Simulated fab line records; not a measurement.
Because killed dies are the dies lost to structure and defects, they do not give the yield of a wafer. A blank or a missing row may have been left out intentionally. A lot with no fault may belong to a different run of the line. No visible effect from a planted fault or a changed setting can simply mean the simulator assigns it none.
A lot that was struck, set against a sound lot ; flow berkeley_cmos170 ; 13 out of 331 route steps
Sound: these wafers, L518.1, L518.2, L518.6. The struck wafers were L514.3, L514.4, L514.5. Last of all comes the cause.
Order at every step that has rows: each side's tool, ch and its chambers, its first start. Under that, the readings that differ: sound wafers ; struck wafers ; difference of the means ; sigmas: that difference in standard deviations of wafers without a fault.
alike: a reading whose means differ by less than 2 such deviations, as well as words and numbers matching on both sides. not compared: withheld readings; readings where some wafer has no value; bounds like >300 that might hide an equal value; numbers whose values overlap and for which the record gives no deviation.
A row with sigmas, a row that says differs or no value, or rows on one side alone: a step with any of these is where the two part. Numbers that don't overlap but have no deviation are shown without sigmas and don't part them. Lack of a reading on every wafer of one side parts them only where that side has two or more wafers.

first, 2 steps without rows for these wafers: UCB170_NLDD_PEB_04; UCB170_NLDD_DEVELOP_05 (develop time 45 s).
UCB170_NLDD_CD_MEAS_06 targets a cd of 1200 nm.
  sound on cd_sem-02 at day 7 14:49; struck on cd_sem-01 at day 6 18:40
  alike: cd_nm
UCB170_NLDD_OVL_MEAS_07:
  sound on overlay-02 at day 7 14:56; struck on overlay-02 at day 6 18:45
reading;sound;struck;difference;sigmas
NLDD_OVL (nm);-2 -4 -3;8 15 10;+14;+3
then, 2 steps without rows for these wafers: UCB170_NLDD_IMPLANT_08; UCB170_NLDD_IMPLANT_09.
UCB170_NLDD_STRIP_10: strips in O2.
  sound on plasma_asher-04 ch 0,1, day 7 15:17; struck on plasma_asher-01 ch 0,1, day 6 19:07
  alike: drypump_motor_current_A, oes_product_au, strip_time_to_endpoint_s
  not compared: rf_hours_counter_h
UCB170_NLDD_TW_MEAS_11:
  sound on film_metro-02 at day 7 15:23; struck on film_metro-02 at day 6 19:12
  alike: NLDD_TW
then, 1 step without rows for these wafers: UCB170_NLDD_CLEAN_12 (cleans in SPM, time 600 s).
UCB170_SPACER_CVD_00: deposits SiO2 from TEOS/O2, target thk 376 nm, time 47 s.
  sound on pecvd-01 ch 0,2, day 7 15:37; struck on pecvd-04 ch 0,1, day 6 19:52
  alike: heater_power_w
UCB170_SPACER_THK_MEAS_01:
  sound on film_metro-04 at day 7 15:40; struck on film_metro-04 at day 6 19:56
  alike: SPACER_TEOS_THK
then, 1 step without rows for these wafers: UCB170_SPACER_ANNEAL_02 (time 1800 s).
UCB170_SPACER_ETCHBACK_03: etches SiO2 in CHF3/CF4/Ar, stops on Si, target depth 376 nm, time 100 s.
  sound on rie_diel-02 ch 1,2,3, day 7 18:21; struck on rie_diel-02 ch 0,1,2, day 6 22:47
  no value came back on the struck wafers for any of 5 readings (CHF3_flow_sccm (sccm), cf4_flow_sccm (sccm) and others); on the sound wafers CHF3_flow_sccm (sccm) reads 50.26 49.99 50.12
reading;sound;struck;difference;sigmas
model.SiO2_of_SPACER_CVD_00.thk_nm (nm);0 0 0;376.1 379.6 380.7;+378.8;
model.poly-Si_of_GATE_CVD_04.thk_nm (nm);209.8 208 209.3;212.8 213.2 211.8;+3.6;
  not compared: rf_hours_counter_h

## WHERE THEY PART
At UCB170_NLDD_OVL_MEAS_07 first; at UCB170_SPACER_ETCHBACK_03 last (within this record only).

WHY: whatever the simulator had introduced
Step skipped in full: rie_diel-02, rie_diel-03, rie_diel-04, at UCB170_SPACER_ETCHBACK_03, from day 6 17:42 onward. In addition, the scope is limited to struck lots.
